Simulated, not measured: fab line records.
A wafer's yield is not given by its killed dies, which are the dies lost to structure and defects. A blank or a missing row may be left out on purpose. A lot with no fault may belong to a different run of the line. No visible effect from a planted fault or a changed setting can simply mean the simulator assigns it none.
Problem report, 8D (eight disciplines) form, completed by code -- flow berkeleyCmos170 -- the parts of the form that need people (team, actions taken, sign-off) are left out

== 1. WHAT IS WRONG ==
oesProductAu at UCB170_GATE_ETCH_15 reads a mean of 0.716 a.u. on 2 wafers of 2 lots; wafers without a fault read 0.852 a.u. with a standard deviation of 0.018. Relative to the usual mean, that is a shift of -7.6 standard deviations.
The step: etches poly-Si in HBr/Cl2, stops on SiO2, time 56.3 s, target depth 278.2 nm.
First observed at day 10 06:46: wafer L983.3, on rieSi-02. At this step, 35 wafers from 13 lots have a number in the record. By rule, "out" or "out of limits" means more than 4 standard deviations away from the usual mean. All remaining wafers that have a number are taken as sound.

== 2. WHAT IT IS, WHAT IT ISN'T ==
question,is,is not
which readings at this step,oesProductAu,"drypumpMotorCurrentA, throttleValvePct"
which lots,"L981, L983","L967, L968, L969, L970, L971, L972, L973, L974, L975, L977, L990"
which wafers of those lots,all that have a number,-
read on which tools,rieSi-02,rieSi-01
when,from day 10 06:46,up to then (30 sound wafers); but 3 sound wafers of L990 came after

== 3. WHAT RULES OUT EACH SUSPECT ==
Counting: a tool at any process step up to the reading remains a suspect when it ran all the lots that are out and ran no sound lot after the first of those.
- rieSi-02 at UCB170_GATE_ETCH_15 (etches poly-Si in HBr/Cl2, stops on SiO2, time 56.3 s, target depth 278.2 nm): kept. All lots that are out passed through it, beginning with L983 at day 10 06:46, and no sound lot followed; its final sound lot before that point was L977 at day 8 03:14. On those wafers its own readings are out: oesProductAu.
The count leaves rieSi-02 at UCB170_GATE_ETCH_15.

== 4. THE CAUSE (what the simulator had put in) ==
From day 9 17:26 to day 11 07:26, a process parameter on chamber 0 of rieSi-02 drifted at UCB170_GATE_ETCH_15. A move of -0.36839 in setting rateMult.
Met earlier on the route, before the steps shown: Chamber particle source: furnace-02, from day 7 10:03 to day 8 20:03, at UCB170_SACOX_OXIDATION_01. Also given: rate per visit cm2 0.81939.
The count eliminated every tool but this one.

== 5. THE EFFECT CHAIN, in route order ==
Each row: a reading where the mean over the struck wafers with a number is more than 3 standard deviations away from the usual. Readings are gone through only where the record gives a usual standard deviation; hours: the median, over the lots, of the time from a lot's start at the first step in this table giving one to that lot's start at this step; sigmas: the change measured in usual standard deviations.
hours,step,reading,usual,on struck wafers,change,sigmas
0,UCB170_GATE_ETCH_15,oesProductAu,0.852 a.u.,0.716,-0.136,-7.6
Its process steps:
- UCB170_GATE_ETCH_15: etches poly-Si in HBr/Cl2, stops on SiO2, time 56.3 s, target depth 278.2 nm.

== 6. WHAT WOULD HAVE CAUGHT IT SOONER ==
13 hours passed between the start of the fault at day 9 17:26 and the first reading out of limits in this record, taken at day 10 06:46.
